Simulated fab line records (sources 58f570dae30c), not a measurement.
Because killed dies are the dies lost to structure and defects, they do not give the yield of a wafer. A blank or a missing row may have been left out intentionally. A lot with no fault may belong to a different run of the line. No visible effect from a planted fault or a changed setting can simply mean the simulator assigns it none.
Which tool did it? ; flow berkeley_cmos170 ; 14 lots with 42 wafers sampled at 3 steps, on a route of 331 steps

WHAT THE GAUGES READ, wafer by wafer
UCB170_M2_RS_MEAS_02: measures by four-point-probe.
lot;measured;on;M2_AL_RS (ohm/sq)
L606;day 9 09:56;film_metro-03;0.0319 0.0325 0.0325
L607;day 9 12:22;film_metro-04;0.0322 0.0325 0.0322
L608;day 10 04:20;film_metro-04;0.0323 0.0323 0.0321
L610;day 10 20:55;film_metro-02;0.0322 0.0320 0.0324
L609;day 10 22:50;film_metro-03;0.0327 0.0319 0.0319
L612;day 11 01:07;film_metro-03;0.0323 0.0326 0.0327
L613;day 11 01:12;film_metro-04;0.0320 0.0319 0.0320
L614;day 11 09:34;film_metro-02;0.0322 0.0319 0.0321
L615;day 11 11:29;film_metro-02;0.0316 0.0312 0.0313
L619;day 12 00:46;film_metro-02;0.0322 0.0320 0.0320
L618;day 12 01:03;film_metro-02;0.0325 0.0321 0.0324
L625;day 13 05:45;film_metro-04;0.0364 0.0322 0.0364
L628;day 14 00:34;film_metro-03;0.0323 0.0325 0.0324
L627;day 14 02:11;film_metro-02;0.0326 0.0370 0.0325

UCB170_M2_THK_MEAS_03: measures by xrf.
lot;measured;on;M2_AL_THK (nm)
L606;day 9 10:02;film_metro-03;901 879 886
L607;day 9 12:29;film_metro-04;885 875 881
L608;day 10 04:27;film_metro-04;879 876 880
L610;day 10 21:01;film_metro-02;889 894 878
L609;day 10 22:57;film_metro-03;884 895 906
L612;day 11 01:13;film_metro-03;896 880 887
L613;day 11 01:19;film_metro-04;881 887 882
L614;day 11 09:41;film_metro-02;897 899 898
L615;day 11 11:35;film_metro-02;913 923 921
L619;day 12 00:52;film_metro-02;884 895 892
L618;day 12 01:09;film_metro-02;878 892 883
L625;day 13 05:52;film_metro-04;778 879 779
L628;day 14 00:41;film_metro-03;894 890 887
L627;day 14 02:18;film_metro-02;885 780 883

WHICH TOOL RAN EACH LOT (tool, then ch and the chambers of the sampled wafers, then the start)
lot;UCB170_M2_SPUTTER_01
L606;pvd_sputter-01, day 9 09:50
L607;pvd_sputter-03, day 9 12:16
L608;pvd_sputter-01, day 10 04:14
L610;pvd_sputter-02, day 10 20:48
L609;pvd_sputter-03, day 10 22:44
L612;pvd_sputter-01, day 11 01:00
L613;pvd_sputter-02, day 11 01:07
L614;pvd_sputter-03, day 11 09:29
L615;pvd_sputter-01, day 11 11:23
L619;pvd_sputter-01, day 12 00:39
L618;pvd_sputter-02, day 12 00:56
L625;pvd_sputter-02, day 13 05:40
L628;pvd_sputter-01, day 14 00:29
L627;pvd_sputter-02, day 14 02:06
- UCB170_M2_SPUTTER_01: material Al, target thk 900 nm, time 120 s.

AS READ BY THE TOOLS THEMSELVES (means over the sampled wafers that have a number; for cases with no such wafer, the mark the record gives instead)
UCB170_M2_SPUTTER_01.
lot;tool;throttle_valve_pct (%)
L606;pvd_sputter-01;30.0
L607;pvd_sputter-03;29.9
L608;pvd_sputter-01;30.6
L610;pvd_sputter-02;30.4
L609;pvd_sputter-03;31.5
L612;pvd_sputter-01;30.6
L613;pvd_sputter-02;30.1
L614;pvd_sputter-03;29.8
L615;pvd_sputter-01;30.5
L619;pvd_sputter-01;30.0
L618;pvd_sputter-02;30.2
L625;pvd_sputter-02;31.6
L628;pvd_sputter-01;29.4
L627;pvd_sputter-02;31.2

THE ANSWER, worked out from the rows above alone
Rule: the lots themselves supply what counts as usual. Put in order of their means at a reading, lots are off if they are a third of the lots or fewer, leave a main group of 4 or more, and stand apart from it by a gap of 3 or more times the standard deviation of the main group's means; of several such gaps the widest counts. The tables above print the reading to a certain number of digits; a main group whose means all agree to those digits is not used. A lot without any number at a reading at which 4 lots or more have one is off too. Any other lot the step has rows for is counted as sound. The gauges are gone through in route order, then the tools' own readings, and for those a lot's mean is taken as printed above. At the first step where some lot is off, the reading lying furthest off is the one used; lots without a number count as furthest.
Off: L625, L627, at UCB170_M2_RS_MEAS_02 (M2_AL_RS). The main group: mean 0.0322 ohm/sq, standard deviation 0.00028.
A tool fits if, at a process step before that reading, it ran every lot that is off, and no sound lot after the first of them. The gauges at UCB170_M2_RS_MEAS_02 are tried like those tools. One fits: pvd_sputter-02 at UCB170_M2_SPUTTER_01. Its last sound lot is L618 (day 12 00:56), its first lot that is off L625 (day 13 05:40): a fault that began between those two fits.

WHAT THE SIMULATOR HAD INSERTED
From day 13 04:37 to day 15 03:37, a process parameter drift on pvd_sputter-02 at UCB170_M2_SPUTTER_01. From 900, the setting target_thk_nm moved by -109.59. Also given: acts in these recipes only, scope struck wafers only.
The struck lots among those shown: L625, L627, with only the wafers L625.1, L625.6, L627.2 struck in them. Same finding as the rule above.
